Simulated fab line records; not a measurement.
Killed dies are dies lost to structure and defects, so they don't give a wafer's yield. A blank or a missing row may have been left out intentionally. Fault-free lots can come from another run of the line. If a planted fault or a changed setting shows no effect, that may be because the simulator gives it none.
Which tool was responsible? -- flow ritCmos -- 14 lots (42 wafers sampled), 1 step of a 202-step route

WHAT THE GAUGES SHOWED, per wafer
No reading from a measuring or inspecting step in the record can be judged against a usual standard deviation.

WHAT TOOL EACH LOT RAN ON (gives the tool, then ch and the chambers of the sampled wafers, and finally the start)
lot,RIT_SDANNEAL_CLEAN_00
L992,"wetBench-03 ch 2, day 3 06:13"
L993,"wetBench-04 ch 1, day 3 10:28"
L994,"wetBench-03 ch 2, day 3 17:49"
L995,"wetBench-03 ch 0, day 4 01:13"
L999,"wetBench-01 ch 0, day 4 23:33"
L100,"wetBench-01 ch 0, day 5 07:37"
L102,"wetBench-04 ch 0, day 5 15:21"
L103,"wetBench-04 ch 0, day 5 15:46"
L106,"wetBench-04 ch 1, day 6 08:47"
L107,"wetBench-03 ch 1, day 6 10:48"
L109,"wetBench-04 ch 2, day 6 20:25"
L111,"wetBench-04 ch 2, day 7 05:24"
L113,"wetBench-04 ch 2, day 7 16:31"
L114,"wetBench-04 ch 1, day 7 20:06"
- RIT_SDANNEAL_CLEAN_00: cleans in SC1, time 600 s.

AS READ BY THE TOOLS THEMSELVES (means over the sampled wafers that have a number; for cases with no such wafer, the mark the record gives instead)
RIT_SDANNEAL_CLEAN_00.
lot,tool,bathGuardTempC (C),runLengthS (s),tempC (C)
L992,wetBench-03,74.8,626.1,75.14
L993,wetBench-04,74.7,624.9,74.91
L994,wetBench-03,74.8,624.8,75.00
L995,wetBench-03,74.8,626.0,75.04
L999,wetBench-01,75.6,644.9,75.09
L100,wetBench-01,75.5,645.0,74.92
L102,wetBench-04,74.6,625.7,74.87
L103,wetBench-04,74.7,624.8,74.86
L106,wetBench-04,74.9,625.8,75.01
L107,wetBench-03,75.7,633.6,75.14
L109,wetBench-04,76.2,628.6,74.94
L111,wetBench-04,76.6,627.6,75.03
L113,wetBench-04,76.3,626.7,74.99
L114,wetBench-04,74.6,626.7,74.96

THE ANSWER, worked out from the rows above alone
Rule: usual is defined by the lots themselves. Put in order of their means at a reading, lots are off if they are a third of the lots or fewer, leave a main group of 4 or more, and stand apart from it by a gap of 3 or more times the standard deviation of the main group's means; of several such gaps the widest counts. A main group whose means are all the same, to the digits that the tables above print for the reading, isn't used. Also off: a lot with no number at a reading for which 4 or more lots have one. Where the step has rows for the other lots, those lots are counted as sound. First the gauges in route order, then the tools' own readings, where a lot's mean is used as printed above. At the first step where some lot is off, the reading lying furthest off is the one used; lots without a number count as furthest.
Off, at RIT_SDANNEAL_CLEAN_00 on runLengthS: L999, L100. The main group has a mean of 626.8 s with a standard deviation of 2.3.
If a tool, at that step or one of the process steps before it, ran each lot that is off and ran no sound lot following the first of them, it fits. One candidate fits, namely wetBench-01 at RIT_SDANNEAL_CLEAN_00. It ran no sound lot before its first lot that is off in this sample, so the start can't be narrowed down.
The tool's own readings at RIT_SDANNEAL_CLEAN_00 bear it out: on the lots that are off they differ by more than 5 times the standard deviation of the sound lots' means. runLengthS reads 645.0 s there against 626.8 s on the sound lots.

WHAT HAD BEEN PUT IN BY THE SIMULATOR
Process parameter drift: wetBench-01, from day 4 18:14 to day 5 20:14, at RIT_SDANNEAL_CLEAN_00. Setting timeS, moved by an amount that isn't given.
Lots struck among those shown: L999, L100. Same finding as the rule above.
